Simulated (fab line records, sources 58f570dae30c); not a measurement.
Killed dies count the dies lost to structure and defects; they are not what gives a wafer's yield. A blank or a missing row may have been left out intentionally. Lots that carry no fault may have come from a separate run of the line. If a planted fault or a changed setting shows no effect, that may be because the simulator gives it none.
Which tool is to blame?	flow berkeley-cmos170	18 wafers from 6 lots sampled at 2 of the route's 331 steps

WHAT THE GAUGES READ, wafer by wafer
UCB170_FIELD_THK_MEAS_02.
lot	measured	on	FIELD_OXIDE_THK (nm)
L407	day 5 11:34	film-metro-02	561 553 563
L409	day 6 00:52	film-metro-03	556 544 550
L412	day 6 18:06	film-metro-03	578 578 588
L414	day 6 18:04	film-metro-02	570 576 567
L417	day 7 20:32	film-metro-03	545 548 552
L423	day 8 16:47	film-metro-03	554 561 554

TOOL THAT RAN EACH LOT (tool first, then ch and the chambers of the sampled wafers, then the start)
lot	UCB170_NWELL_WET_ETCH_19
L407	wet-bench-01 ch 0, day 3 01:56
L409	wet-bench-03 ch 0, day 3 17:33
L412	wet-bench-01 ch 2, day 4 10:03
L414	wet-bench-01 ch 2, day 4 16:49
L417	wet-bench-03 ch 3, day 5 11:44
L423	wet-bench-01 ch 1, day 6 18:04
- UCB170_NWELL_WET_ETCH_19: etches SiO2 in BOE, time 22 s.

THE ANSWER, worked out from the rows above alone
Rule: usual is defined by the lots themselves. The widest of any qualifying gaps counts: lots, ordered by their means at a reading, are off when they make up no more than a third of the lots, leave a main group of 4 or more, and stand apart from it by 3 or more times the standard deviation of that group's means. The tables above print the reading to a certain number of digits; a main group whose means all agree to those digits is not used. A lot without any number at a reading at which 4 lots or more have one is off too. All remaining lots with rows at the step are treated as sound.
Nothing can be told from this: no lot is off at any reading shown.

WHAT HAD BEEN PUT IN BY THE SIMULATOR
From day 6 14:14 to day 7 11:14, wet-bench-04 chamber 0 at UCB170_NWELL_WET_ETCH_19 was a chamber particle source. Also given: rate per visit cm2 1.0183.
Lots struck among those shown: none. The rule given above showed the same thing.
